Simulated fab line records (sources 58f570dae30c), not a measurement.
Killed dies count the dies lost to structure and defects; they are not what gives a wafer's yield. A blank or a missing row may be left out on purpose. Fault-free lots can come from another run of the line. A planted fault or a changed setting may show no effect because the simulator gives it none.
fab line records | flow berkeley-cmos170
[record] lots = 6 | wafers = 18 | last-day = 13
route steps=331 shown PWELL@44 WELLDRIVE@55 M3@331
lots untouched by any fault: they come from a run of this same line in which no faults occurred
start-h: hours from the record's opening day to when the first of the lot's shown wafers began | wait-h: time in hours since the lot's previous step | " repeats the value in the row above | L1.1+2: several wafers, shown together as one row | - no value, or no start was given | * or withheld: withheld | < > ~ a bound
route shown NAME@n: names a module that has steps shown in the file, with the first one's number in the route | usual: the fault-free wafers' mean and standard deviation | same: alike in all rows | chamber/n: place in a boat | sites: readings site by site | _std_site: how widely they spread, as a standard deviation | _edge_site: the outer-site mean with the inner-site mean subtracted | radius-mm: how far each site lies from the wafer's centre | mask NAME#n: copy n | behind: the tool/chamber that last shaped the wafer | hold: reason for holding the lot/hours on hold/outcome of the hold | device: names the non-switching transistor (n, p or np) | end of line: tests of these same wafers at the route's end | a step without rows: its recipe alone | killed: dies that structure and defects cost at the first sort, which is not the same as the wafer's yield | map: a wafer's dies, marking killed ones x, the rest . and places with no die _
set.NAME: setting as actually run; set.NAME@STEP: the setting as run at that earlier step | model.NAME: the simulator's own value behind a step, which no gauge read
lots at selected steps of the route; one table per step, one row per wafer
services: when a tool's chamber went out of use (start-h, in hours from the record's first day, below 0 if earlier), for how many hours, and the reason
[[steps]]
[step UCB170_PWELL_EXPOSE_10]
[recipe] mask-id = PWELL | target-cd-nm = 3000 | na = 0.5 | sigma-outer = 0.6 | source-shape = conventional | dose-mj = 19
[step UCB170_PWELL_PEB_11]
[recipe] peb-temp-c = 130 | peb-time-s = withheld | resist = KrF
[step UCB170_PWELL_DEVELOP_12]
[recipe] developer = TMAH | develop-time-s = 45 | resist = KrF | dev-temp-c = 21
[step UCB170_PWELL_OVL_MEAS_13]
[usual] PWELL_OVL = 0/4.8
lot.wafer | tool       | chamber | start-h | wait-h | PWELL_OVL[nm]
L478.1    | overlay-01 | -       | 72.34   | -      | 10
L478.2    | "          | -       | "       | "      | 3
L478.4    | "          | -       | "       | "      | 7
L484.1    | overlay-01 | -       | 89.57   | -      | 1
L484.4    | "          | -       | "       | "      | -5
L484.6    | "          | -       | "       | "      | -1
L490.3    | overlay-01 | -       | 130.05  | -      | -1
L490.4    | "          | -       | "       | "      | -3
L490.6    | "          | -       | "       | "      | -1
L491.4    | overlay-02 | -       | 130.50  | -      | 0
L491.5    | "          | -       | "       | "      | -1
L491.6    | "          | -       | "       | "      | -4
L494.2    | overlay-02 | -       | 145.11  | -      | -2
L494.3    | "          | -       | "       | "      | -5
L494.4    | "          | -       | "       | "      | -4
L500.2    | overlay-02 | -       | 172.58  | -      | 0
L500.5    | "          | -       | "       | "      | -1
L500.6    | "          | -       | "       | "      | 1
[step UCB170_PWELL_ETCH_14]
[recipe] chemistry = CH3F/Ar/O2 | target = Si3N4 | stop-on = SiO2 | CH3F_flow_sccm = 20 | Ar_flow_sccm = 50 | O2_flow_sccm = 7 | pressure-mtorr = 50 | rf-w = 450 | target-depth-a = 2420 | over-etch-frac = 0.1 | time-s = 151
[usual] CH3F_flow_sccm = 20.00/0.057 | drypump-motor-current-A = 5.7/0.42 | oes-product-au = 0.944/0.012 | throttle-valve-pct = 8.01/0.13
lot.wafer | tool        | chamber | start-h | wait-h | CH3F_flow_sccm | drypump-motor-current-A | oes-product-au | rf-hours-counter-h | throttle-valve-pct
L478.1    | rie-diel-04 | 3       | 72.37   | 0.0    | 19.96          | 6.0                     | 0.933          | 165                | 7.99
L478.2    | "           | 1       | "       | "      | 20.10          | 6.3                     | 0.920          | 32                 | 7.89
L478.4    | "           | 1       | "       | "      | 20.03          | 6.3                     | 0.920          | -                  | 7.89
L484.1    | rie-diel-03 | 1       | 89.61   | 0.0    | 19.98          | 5.6                     | 0.950          | 163                | 8.18
L484.4    | "           | 0       | "       | "      | 19.99          | 5.6                     | 0.961          | 125                | 8.02
L484.6    | "           | 3       | "       | "      | 20.00          | 6.4                     | 0.958          | -                  | 8.16
L490.3    | rie-diel-03 | 3       | 130.08  | 0.0    | 19.99          | 6.5                     | 0.936          | 8                  | 8.17
L490.4    | "           | 0       | "       | "      | 20.02          | 5.6                     | 0.955          | 128                | 8.01
L490.6    | "           | 0       | "       | "      | 20.11          | 5.6                     | 0.962          | -                  | 8.02
L491.4    | rie-diel-01 | 1       | 130.51  | 0.0    | 20.02          | 5.6                     | 0.922          | 10                 | 7.86
L491.5    | "           | 2       | "       | "      | 20.05          | 6.1                     | 0.935          | -                  | 8.11
L491.6    | "           | 1       | "       | "      | 20.03          | 5.6                     | 0.922          | -                  | 7.85
L494.2    | rie-diel-01 | 1       | 145.14  | 0.0    | 19.97          | 5.6                     | 0.939          | 11                 | 7.87
L494.3    | "           | 3       | "       | "      | 19.98          | 5.5                     | 0.951          | 13                 | 8.18
L494.4    | "           | 2       | "       | "      | 20.07          | 6.1                     | 0.941          | 126                | 8.12
L500.2    | rie-diel-04 | 3       | 172.61  | 0.0    | 20.04          | 6.0                     | 0.941          | 3                  | 8.00
L500.5    | "           | 0       | "       | "      | 19.97          | 5.7                     | 0.946          | -                  | 7.82
L500.6    | "           | 1       | "       | "      | 20.04          | 6.3                     | 0.931          | -                  | 7.90
[step UCB170_PWELL_IMPLANT_15]
[recipe] species = B | dose-cm2 = 5e+12 | energy-kev = 60 | tilt-deg = 6.813
[step UCB170_PWELL_STRIP_16]
[recipe] chemistry = O2 | power-w = 400 | pressure-mtorr = 3500 | platen-temp-c = withheld | o2-flow-sccm = 400 | overash-fraction = 0.5
[usual] drypump-motor-current-A = 6.0/0.43 | o2-flow-sccm = 399.8/1.2 | oes-product-au = 0.721/0.0046 | strip-time-to-endpoint-s = 18.07/0.076
lot.wafer | tool            | chamber | start-h | wait-h | drypump-motor-current-A | o2-flow-sccm | oes-product-au | rf-hours-counter-h | strip-time-to-endpoint-s
L478.1    | plasma-asher-03 | 0       | 72.62   | 0.1    | 5.6                     | 399.7        | 0.733          | 31                 | 18.03
L478.2    | "               | 1       | "       | "      | 5.3                     | 399.1        | 0.721          | 31                 | 18.05
L478.4    | "               | 0       | "       | "      | 5.6                     | 398.2        | 0.722          | -                  | 17.94
L484.1    | plasma-asher-03 | 1       | 89.86   | 0.1    | 5.3                     | 396.7        | 0.713          | 33                 | 18.18
L484.4    | "               | 0       | "       | "      | 5.6                     | 396.5        | 0.722          | -                  | 18.20
L484.6    | "               | 0       | "       | "      | 5.6                     | 400.0        | 0.720          | -                  | 18.17
L490.3    | plasma-asher-02 | 1       | 130.40  | 0.1    | 5.9                     | 400.6        | 0.721          | -                  | 18.14
L490.4    | "               | 0       | "       | "      | 6.4                     | 399.1        | 0.722          | -                  | 18.11
L490.6    | "               | 0       | "       | "      | 6.4                     | 398.9        | 0.719          | -                  | 18.08
L491.4    | plasma-asher-02 | 1       | 130.80  | 0.1    | 5.9                     | 399.8        | 0.725          | -                  | 17.99
L491.5    | "               | 0       | "       | "      | 6.4                     | 401.1        | 0.719          | -                  | 18.11
L491.6    | "               | 1       | "       | "      | 5.9                     | 399.5        | 0.718          | -                  | 18.01
L494.2    | plasma-asher-03 | 0       | 145.39  | 0.1    | 5.6                     | 398.3        | 0.723          | 38                 | 17.91
L494.3    | "               | 0       | "       | "      | 5.6                     | 397.7        | 0.719          | -                  | 18.07
L494.4    | "               | 1       | "       | "      | 5.3                     | 400.0        | 0.714          | -                  | 18.00
L500.2    | plasma-asher-02 | 0       | 172.86  | 0.1    | 6.4                     | 399.7        | 0.724          | 46                 | 18.01
L500.5    | "               | 0       | "       | "      | 6.4                     | 399.7        | 0.715          | -                  | 18.00
L500.6    | "               | 1       | "       | "      | 5.9                     | 399.8        | 0.730          | -                  | 18.00
[step UCB170_PWELL_TW_MEAS_17]
[usual] PWELL_TW = 380.0/2
lot.wafer | tool          | chamber | start-h | wait-h | PWELL_TW
L478.1    | film-metro-01 | -       | 72.72   | 0.1    | 380.7
L478.2    | "             | -       | "       | "      | 378.7
L478.4    | "             | -       | "       | "      | 378.2
L484.1    | film-metro-04 | -       | 89.96   | 0.1    | 379.2
L484.4    | "             | -       | "       | "      | 381.3
L484.6    | "             | -       | "       | "      | 380.0
L490.3    | film-metro-04 | -       | 130.48  | 0.1    | 381.7
L490.4    | "             | -       | "       | "      | 382.2
L490.6    | "             | -       | "       | "      | 382.2
L491.4    | film-metro-04 | -       | 130.89  | 0.1    | 382.5
L491.5    | "             | -       | "       | "      | 381.8
L491.6    | "             | -       | "       | "      | 382.8
L494.2    | film-metro-01 | -       | 145.50  | 0.1    | 379.5
L494.3    | "             | -       | "       | "      | 380.2
L494.4    | "             | -       | "       | "      | 380.2
L500.2    | film-metro-02 | -       | 172.97  | 0.1    | 374.3
L500.5    | "             | -       | "       | "      | 375.8
L500.6    | "             | -       | "       | "      | 375.3
[step UCB170_PWELL_CLEAN_18]
[recipe] chemistry = SPM | temp-c = 120 | time-s = 600
[step UCB170_PWELL_WET_ETCH_19]
[recipe] chemistry = H3PO4 | target = Si3N4 | temp-c = 160 | time-s = 14400
[step UCB170_PWELL_WET_ETCH_20]
[recipe] chemistry = BOE | dilution = 5:1 | target = SiO2 | temp-c = 25 | time-s = 22
[step UCB170_WELLDRIVE_CLEAN_00]
[recipe] chemistry = SPM | temp-c = 120 | time-s = 600
[step UCB170_WELLDRIVE_OXIDATION_01]
[recipe] temp-c = 1100 | ambient = O2 | target-thk-a = 1990 | ox-time-s = 9000
[usual] spike-tc-centre-C = 1102.8/1.2 | spike-tc-source-C = 1125.1/2.2 | tube-center-temp-C = 1100/0.092 | tube_center_temp_C_max = 1102.8/0.44 | zone-power-load-pct = 43.9/2.6 | zone-power-source-pct = 39.9/1.8
lot.wafer | tool       | chamber | start-h | wait-h | spike-tc-centre-C | spike-tc-source-C | tube-center-temp-C | tube_center_temp_C_max | zone-power-load-pct | zone-power-source-pct | model.SiO2_of_WELLDRIVE_OXIDATION_01.thk-nm
L478.1    | furnace-02 | 0       | 79.81   | 0.1    | 1101.8            | 1123.2            | 1100               | 1103.0                 | 37.2                | 44.2                  | 199.2
L478.2    | "          | 0       | "       | "      | 1101.4            | 1123.3            | 1100               | 1102.8                 | 36.9                | 43.6                  | 196.6
L478.4    | "          | 0       | "       | "      | 1101.6            | 1125.8            | 1100               | 1103.9                 | 36.9                | 45.6                  | 200.7
L484.1    | furnace-04 | 0       | 100.97  | 2.4    | 1101.8            | 1124.0            | 1100               | 1103.2                 | 45.3                | 39.2                  | 202.7
L484.4    | "          | 0       | "       | "      | 1102.2            | 1125.7            | 1099.9             | 1102.8                 | 45.4                | 39.1                  | 207.4
L484.6    | "          | 0       | "       | "      | 1103.1            | 1123.4            | 1100               | 1102.7                 | 44.3                | 39.3                  | 201.3
L490.3    | furnace-04 | 0       | 139.54  | 3.9    | 1105.0            | 1127.4            | 1106.1             | 1109.2                 | 45.6                | 39.6                  | 208.9
L490.4    | "          | 0       | "       | "      | 1108.7            | 1129.8            | 1105.9             | 1109.0                 | 45.6                | 39.9                  | 207.8
L490.6    | "          | 0       | "       | "      | 1107.8            | 1128.7            | 1105.9             | 1108.0                 | 45.2                | 40.1                  | 207.4
L491.4    | furnace-04 | 0       | 139.54  | 3.9    | 1106.4            | 1128.6            | 1105.9             | 1107.9                 | 45.4                | 39.7                  | 210.8
L491.5    | "          | 0       | "       | "      | 1109.1            | 1129.6            | 1106.1             | 1108.7                 | 46.0                | 39.8                  | 210.6
L491.6    | "          | 0       | "       | "      | 1109.1            | 1129.6            | 1106.1             | 1108.5                 | 46.2                | 39.6                  | 211.7
L494.2    | furnace-01 | 0       | 156.93  | 4.2    | 1103.4            | 1127.4            | 1099.9             | 1103.0                 | 44.2                | 39.1                  | 196.3
L494.3    | "          | 0       | "       | "      | 1104.7            | 1127.8            | 1099.9             | 1102.4                 | 44.2                | 39.5                  | 197.6
L494.4    | "          | 0       | "       | "      | 1104.2            | 1128.6            | 1100               | 1102.5                 | 45.4                | 39.6                  | 196.9
L500.2    | furnace-01 | 0       | 180.91  | 2.2    | 1103.7            | 1128.8            | 1100.2             | 1103.0                 | 45.4                | 39.0                  | 200.1
L500.5    | "          | 0       | "       | "      | 1104.5            | 1126.8            | 1100.1             | 1102.5                 | 44.9                | 39.2                  | 198.7
L500.6    | "          | 0       | "       | "      | 1104.9            | 1127.6            | 1100.1             | 1103.4                 | 45.2                | 39.0                  | 199.5
[step UCB170_WELLDRIVE_THK_MEAS_02]
[recipe] reads = SiO2_of_WELLDRIVE_OXIDATION_01
[usual] WELLDRIVE_OXIDE_THK = 202/3.5
lot.wafer | tool          | chamber | start-h | wait-h | WELLDRIVE_OXIDE_THK[nm]
L478.1    | film-metro-04 | -       | 83.31   | 0.0    | 199
L478.2    | "             | -       | "       | "      | 197
L478.4    | "             | -       | "       | "      | 201
L484.1    | film-metro-04 | -       | 104.47  | 0.0    | 203
L484.4    | "             | -       | "       | "      | 207
L484.6    | "             | -       | "       | "      | 201
L490.3    | film-metro-03 | -       | 143.06  | 0.0    | 209
L490.4    | "             | -       | "       | "      | 208
L490.6    | "             | -       | "       | "      | 207
L491.4    | film-metro-04 | -       | 143.08  | 0.0    | 211
L491.5    | "             | -       | "       | "      | 211
L491.6    | "             | -       | "       | "      | 212
L494.2    | film-metro-03 | -       | 160.44  | 0.0    | 196
L494.3    | "             | -       | "       | "      | 198
L494.4    | "             | -       | "       | "      | 197
L500.2    | film-metro-04 | -       | 184.48  | 0.1    | 200
L500.5    | "             | -       | "       | "      | 199
L500.6    | "             | -       | "       | "      | 200
[step UCB170_M3_PROBE_99]
lot.wafer | tool      | chamber | start-h | wait-h | model.etest.nwell-pinched.rs-ohm-sq | model.etest.nwell.width-nm | model.etest.nwell.rs-ohm-sq | model.etest.diode-pplus-nwell.bv-v | model.etest.diode-pplus-comb.cj-ff-um2 | model.etest.diode-pplus-nwell.cj-ff-um2
L478.1    | prober-02 | -       | 206.82  | 0.1    | 1311                                | 2364                       | 873.7                       | 10.89                              | 1.102                                  | 0.6997
L478.2    | prober-02 | -       | 206.87  | 0.1    | 1312                                | 2363                       | 877.6                       | 10.9                               | 1.104                                  | 0.7049
L478.4    | prober-02 | -       | 206.97  | 0.2    | 1291                                | 2368                       | 869.5                       | 10.91                              | 1.105                                  | 0.7024
L484.1    | prober-02 | -       | 230.92  | 0.1    | 1303                                | 2373                       | 870.6                       | 10.73                              | 1.106                                  | 0.6987
L484.4    | prober-02 | -       | 231.07  | 0.2    | 1288                                | 2377                       | 868.3                       | 10.82                              | 1.109                                  | 0.7
L484.6    | prober-02 | -       | 231.17  | 0.2    | 1284                                | 2374                       | 860.2                       | 10.7                               | 1.114                                  | 0.7042
L491.4    | prober-02 | -       | 265.12  | 0.2    | 1253                                | 2339                       | 853.6                       | 10.85                              | 1.086                                  | 0.6967
L491.6    | prober-02 | -       | 265.22  | 0.2    | 1251                                | 2335                       | 855                         | 11.01                              | 1.088                                  | 0.6997
L490.3    | prober-01 | -       | 266.13  | 0.2    | 1256                                | 2337                       | 853.4                       | 10.96                              | 1.086                                  | 0.6983
L490.4    | prober-01 | -       | 266.18  | 0.2    | 1249                                | 2318                       | 850.5                       | 10.78                              | 1.093                                  | 0.6977
L490.6    | prober-01 | -       | 266.28  | 0.2    | 1245                                | 2329                       | 853.1                       | 10.95                              | 1.092                                  | 0.7003
L494.2    | prober-02 | -       | 281.56  | 0.1    | 1281                                | 2359                       | 860.2                       | 10.82                              | 1.096                                  | 0.7107
L494.3    | prober-02 | -       | 281.61  | 0.2    | 1265                                | 2379                       | 867.3                       | 10.77                              | 1.1                                    | 0.7066
L494.4    | prober-02 | -       | 281.66  | 0.2    | 1270                                | 2371                       | 856.7                       | 10.84                              | 1.103                                  | 0.7093
L500.2    | prober-01 | -       | 300.68  | 0.1    | 1263                                | 2371                       | 854.4                       | 10.77                              | 1.095                                  | 0.718
L500.5    | prober-01 | -       | 300.83  | 0.2    | 1271                                | 2379                       | 864.6                       | 10.87                              | 1.098                                  | 0.7119
L500.6    | prober-01 | -       | 300.88  | 0.2    | 1281                                | 2368                       | 862.8                       | 10.69                              | 1.098                                  | 0.7081
// killed by level:class
L478.1 GATE:geometric-particle:open=2 WELLDRIVE:geometric-particle:short=1 GATE:geometric-particle:short=1 SILICIDE:geometric-particle:open=1 V1:geometric-particle:open=1
L478.2 START:geometric-particle:open=1 WELLDRIVE:geometric-particle:open=1
L478.4 WELLDRIVE:geometric-particle:short=1 GATE:geometric-particle:open=1 SPACER:geometric-particle:open=1
L484.1 V2:geometric-particle:open=1
L484.4 SACOX:geometric-particle:short=1 GATE:geometric-particle:short=1 M1:geometric-particle:open=1 M2:geometric-particle:short=1 M3:geometric-particle:short=1 PWELL:area-etch=1
L484.6 GATE:geometric-particle:short=2 START:geometric-particle:open=1 SILICIDE:geometric-particle:short=1 V2:geometric-particle:open=1
L490.3 GATE:geometric-particle:short=2 V1:geometric-particle:short=2 START:geometric-particle:open=1 SILICIDE:geometric-particle:open=1 M1:geometric-particle:short=1
L490.4 SILICIDE:geometric-particle:open=2 SILICIDE:geometric-particle:short=1 M2:geometric-particle:short=1 V2:geometric-particle:open=1
L490.6 GATE:geometric-particle:short=1 V2:geometric-particle:open=1
L494.2 WELLDRIVE:geometric-particle:short=1 FIELD:geometric-particle:short=1
L494.3 ACTIVE:area-etch=3 SPACER:geometric-particle:open=1
L494.4 START:geometric-particle:open=1 SPACER:geometric-particle:open=1 SILICIDE:geometric-particle:short=1
L500.2 GATE:geometric-particle:open=1 SPACER:geometric-particle:short=1 M1:geometric-particle:short=1 V1:geometric-particle:open=1
L500.5 PWELL:geometric-particle:short=1 GATE:geometric-particle:open=1 SPACER:geometric-particle:open=1
L500.6 ACTIVE:area-etch=2 WELLDRIVE:geometric-particle:open=1 SPACER:geometric-particle:open=1 SILICIDE:geometric-particle:short=1 SILICIDE:geometric-particle:open=1 V1:geometric-particle:short=1
[[services]]
tool            | chamber | start-h | hours | kind
furnace-01      | -       | 49.82   | 3.8   | pm
rie-diel-04     | 0       | 56.38   | 8.4   | repair
rie-diel-04     | 0       | 64.82   | -     | clean
rie-diel-04     | 0       | 64.82   | 25.1  | scheduled-down
rie-diel-04     | 0       | 64.82   | 25.1  | vent-cycle
rie-diel-01     | -       | 65.04   | 0.4   | repair
rie-diel-01     | 2       | 77.34   | 9.9   | repair
plasma-asher-03 | -       | 79.18   | 5.1   | repair
furnace-01      | -       | 83.66   | 2.3   | pm
rie-diel-04     | 3       | 89.94   | -     | clean
rie-diel-04     | 3       | 89.94   | 14.2  | scheduled-down
rie-diel-04     | 3       | 89.94   | 14.2  | vent-cycle
furnace-04      | -       | 94.09   | 4.3   | pm
plasma-asher-03 | -       | 94.63   | 1.6   | repair
rie-diel-03     | 1       | 99.79   | 9.7   | repair
plasma-asher-03 | -       | 108.79  | 9.2   | repair
rie-diel-03     | 1       | 109.46  | -     | clean
rie-diel-03     | 1       | 109.46  | 18.0  | scheduled-down
furnace-02      | -       | 110.26  | 6.1   | pm
plasma-asher-03 | -       | 113.06  | 1.4   | repair
rie-diel-03     | 2       | 124.13  | 2.6   | repair
plasma-asher-03 | -       | 125.65  | 2.8   | pm
plasma-asher-03 | -       | 175.78  | 0.5   | repair
furnace-02      | -       | 178.14  | 2.0   | pm
[[key]]
[first-sign] step = UCB170_WELLDRIVE_OXIDATION_01 | reading = tube-center-temp-C | direction = up | sigmas = 54 | usual = * | struck = *
[effect] step = UCB170_WELLDRIVE_OXIDATION_01 | reading = tube_center_temp_C_max | direction = up | sigmas = 13 | usual = * | struck = *
[effect] step = UCB170_WELLDRIVE_THK_MEAS_02 | reading = WELLDRIVE_OXIDE_THK | direction = up | sigmas = 2.2 | usual = 202 | struck = 210
[model-effect] step = UCB170_WELLDRIVE_OXIDATION_01 | value = SiO2_of_WELLDRIVE_OXIDATION_01.thk-nm | without = 202.9 | struck = 209.5
[model-effect] step = UCB170_M3_PROBE_99 | value = etest.nwell-pinched.rs-ohm-sq | without = 1288 | struck = 1251
met-at UCB170_WELLDRIVE_OXIDATION_01
struck-wafers L490.3,L490.4,L490.6,L491.4,L491.5,L491.6
sort-left-out L491.4,L491.5,L491.6
tester-left-out L490,L491
onset-between 100.97 139.54
[fault] kind = process-parameter-drift | tool = furnace-04 | chamber = - | onset-h = 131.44 | steps = UCB170_WELLDRIVE_OXIDATION_01 | channel = temp-c | offset = * | shape = step | end-h = 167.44 | acts-in = * | stated = *
// tester-left-out: of these lots the tester's yield and bins aren't shown, on N5 and GAA mostly nor the transistor test; their killed dies are dies lost to structure and defects alone, not to doping, threshold or leakage, so they don't give the yield
// sort-left-out: the simulated sort isn't trusted on such a fault, so these wafers' sort isn't shown, and their yield isn't known
